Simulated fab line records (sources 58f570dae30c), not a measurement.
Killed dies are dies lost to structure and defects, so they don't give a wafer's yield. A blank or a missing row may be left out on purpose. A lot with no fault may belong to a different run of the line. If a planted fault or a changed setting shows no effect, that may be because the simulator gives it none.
Which tool did it? ; flow berkeley cmos170 ; 38 wafers from 14 lots sampled at 3 of the route's 331 steps

WHAT EACH GAUGE READ, for each wafer
UCB170_START_BOW_MEAS_00. Usual: for INCOMING_BOW the level is 0 um and the standard deviation is 5.5.
lot;measured;on;INCOMING_BOW (um);flag
L636;day 1 10:02;film metro-01;6 -2 0;
L640;day 2 06:00;film metro-01;-1 -2 0;
L641;day 2 11:00;film metro-01;0 1 0;
L642;day 2 16:02;film metro-01;-5 0 -2;
L644;day 3 02:01;film metro-01;-4 -8 -1;
L646;day 3 12:00;film metro-01;0 -5 -2;
L648;day 3 22:02;film metro-01;-9 6 -1;
L649;day 4 03:00;film metro-03;0 1 -3;
L651;day 4 13:00;film metro-02;-7 0 -3;
L652;day 4 18:00;film metro-01;2 3 -1;
L656;day 5 14:02;film metro-02;-2;
L657;day 5 19:05;film metro-01;4;
L658;day 6 00:02;film metro-02;-3 -18 -9;
L659;day 6 05:02;film metro-03;12 -2 -2;

UCB170_PFIELD_TW_MEAS_09. Usual: for PFIELD_TW the level is 600 and the standard deviation is 3.5.
lot;measured;on;PFIELD_TW;flag
L636;day 4 11:37;film metro-04;601 602 599;
L640;day 5 09:14;film metro-02;605 605 599;
L641;day 5 09:08;film metro-04;601 599 594;
L642;day 5 13:35;film metro-02;600 605 602;
L644;day 6 04:53;film metro-03;596 598 602;
L646;day 6 13:40;film metro-04;600 603 607;
L648;day 6 14:40;film metro-04;600 601 606;
L649;day 7 03:02;film metro-03;598 597 599;
L651;day 7 08:15;film metro-04;600 598 601;
L652;day 7 20:05;film metro-02;601 604 603;
L656;day 8 15:45;film metro-03;594;
L657;day 8 15:52;film metro-02;598;
L658;day 8 16:01;film metro-03;595 595 597;
L659;day 9 03:44;film metro-02;604 606 606;

EACH LOT AND THE TOOL THAT RAN IT (in order: tool; ch and the chambers of the sampled wafers; start)
lot;UCB170_PWELL_STRIP_16
L636;plasma asher-02 ch 0,1, day 3 01:31
L640;plasma asher-04 ch 0,1, day 4 00:36
L641;plasma asher-02 ch 0,1, day 4 00:32
L642;plasma asher-01 ch 0,1, day 4 07:43
L644;plasma asher-04 ch 0,1, day 5 02:02
L646;plasma asher-04 ch 0,1, day 5 07:10
L648;plasma asher-02 ch 0,1, day 5 10:20
L649;plasma asher-01 ch 0,1, day 5 20:03
L651;plasma asher-04 ch 0,1, day 6 05:10
L652;plasma asher-02 ch 0,1, day 6 05:26
L656;plasma asher-01 ch 0, day 7 04:46
L657;plasma asher-04 ch 1, day 7 10:34
L658;plasma asher-04 ch 0,1, day 7 14:58
L659;plasma asher-04 ch 0,1, day 7 21:56
- UCB170_PWELL_STRIP_16: strips in O2.

WHAT THE TOOLS THEMSELVES READ (means of the sampled wafers that have a number; where no wafer has one, the mark that the record gives instead)
UCB170_PWELL_STRIP_16. Usual: chamber pressure mTorr 3500 mTorr, standard deviation 3.3; drypump motor current A 5.81 A, standard deviation 0.11; oes product au 0.721 a.u., standard deviation 0.0043; strip time to endpoint s 18.13 s, standard deviation 0.091.
lot;tool;chamber pressure mTorr (mTorr);drypump motor current A (A);oes product au (a.u.);strip time to endpoint s (s);flag
L636;plasma asher-02;3500;5.69;0.723;18.22;
L640;plasma asher-04;3500;5.88;0.721;18.25;
L641;plasma asher-02;3499;5.68;0.718;18.04;
L642;plasma asher-01;3506;5.85;0.720;18.20;
L644;plasma asher-04;3499;5.90;0.722;18.19;
L646;plasma asher-04;3497;5.81;0.719;18.11;
L648;plasma asher-02;3499;5.75;0.721;18.10;
L649;plasma asher-01;3499;5.88;0.721;18.16;
L651;plasma asher-04;3500;5.87;0.719;18.22;
L652;plasma asher-02;3502;5.74;0.719;18.10;
L656;plasma asher-01;3501;5.89;0.723;18.07;
L657;plasma asher-04;3494;5.95;0.716;18.16;
L658;plasma asher-04;3501;5.92;0.720;18.15;
L659;plasma asher-04;3498;5.88;0.721;18.07;

THE ANSWER, worked out from the rows above alone
Rule: a lot is off if the mean of its wafers that have a number lies more than 3 standard deviations from the usual mean. Also off: a lot with no number at a reading for which 4 or more lots have one. Any other lot the step has rows for is counted as sound. Order of review: gauges by route order, followed by the tools' own readings, for which a lot's mean as printed above is used. At the first step where some lot is off, the reading lying furthest off is the one used; lots without a number count as furthest.
No lot is off on any of the readings shown, so nothing can be concluded from this.

WHAT THE SIMULATOR HAD INSERTED
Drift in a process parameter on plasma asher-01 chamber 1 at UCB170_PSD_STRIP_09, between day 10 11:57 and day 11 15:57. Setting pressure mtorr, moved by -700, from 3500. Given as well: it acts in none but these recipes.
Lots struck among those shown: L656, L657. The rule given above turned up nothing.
